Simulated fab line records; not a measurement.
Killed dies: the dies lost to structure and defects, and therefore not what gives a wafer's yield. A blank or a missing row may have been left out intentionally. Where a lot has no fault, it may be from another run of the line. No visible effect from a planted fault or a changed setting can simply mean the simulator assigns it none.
A single fault, viewed from 2 desks    flow berkeley-cmos170    each desk has only its own numbers; what lay behind them comes last

THE TOOL OWNER'S DESK: plasma-asher-01
The tool's own readings at UCB170_V1_STRIP_15 (strips in O2): means of the sampled wafers that have a number, for each lot that ran on this tool. A lot is out of limits, marked OUT, if its mean lies more than 4 standard deviations from the usual mean; the brackets give that distance.
Columns: A = chamber-pressure-mTorr at UCB170_V1_STRIP_15, usual 3500 mTorr; B = drypump-motor-current-A at UCB170_V1_STRIP_15, usual 5.5 A; C = oes-product-au at UCB170_V1_STRIP_15, usual 0.722 a.u.; D = strip-time-to-endpoint-s at UCB170_V1_STRIP_15, usual 15.53 s
lot   first seen here  A     B    C      D
L190  day 8 04:23      3502  5.6  0.715  15.31
L191  day 8 14:16      3502  5.6  0.723  15.52
L194  day 8 22:09      3499  5.8  0.722  15.58
L198  day 9 06:35      3500  5.8  0.723  15.51
L196  day 9 07:11      3503  5.7  0.721  15.55
L201  day 9 18:14      3503  5.6  0.723  15.66
L204  day 10 20:12     3498  5.8  0.719  15.34
L202  day 10 21:04     3496  5.5  0.726  15.59
L206  day 10 21:20     3497  5.6  0.724  15.76
This desk found nothing out of limits on any of the 9 lots.

THE METROLOGY DESK
What the gauges read for every lot (on any tool): the sampled wafers with a number, averaged. A lot is out of limits, marked OUT, if its mean lies more than 4 standard deviations from the usual mean; the brackets give that distance.
Columns: A = V2_OVL at UCB170_V2_OVL_MEAS_13, usual 0 nm; B = cd-nm at UCB170_V2_CD_MEAS_90, usual 700.5 nm; C = M3_AL_RS at UCB170_M3_RS_MEAS_02, usual 0.0322 ohm/sq
lot   first seen here  A    B      C
L190  day 8 10:20      1    699.7  0.0319
L189  day 8 11:20      7    700.5  0.0325
L191  day 8 19:34      -1   699.1  0.0323
L194  day 9 03:40      6    701.3  0.0325
L198  day 9 12:48      1    700.8  0.0319
L197  day 9 13:57      2    699.3  0.0325
L195  day 9 14:15      -1   701.1  0.0318
L196  day 9 14:36      -5   700.3  0.0322
L201  day 9 22:56      -4   703.0  0.0322
L203  day 11 01:04     -11  700.5  0.0319
L204  day 11 01:36     -10  701.8  0.0326
L202  day 11 03:13     -0   701.8  0.0324
L206  day 11 04:13     -3   701.5  0.0323
L209  day 11 21:34     10   699.0  0.0320
L211  day 12 04:29     -0   698.8  0.0312
This desk found nothing out of limits on any of the 15 lots.

TAKEN TOGETHER
The tool owner's desk saw nothing out of limits.
At the metrology desk, nothing out of limits was observed.

WHAT THE SIMULATOR PUT IN
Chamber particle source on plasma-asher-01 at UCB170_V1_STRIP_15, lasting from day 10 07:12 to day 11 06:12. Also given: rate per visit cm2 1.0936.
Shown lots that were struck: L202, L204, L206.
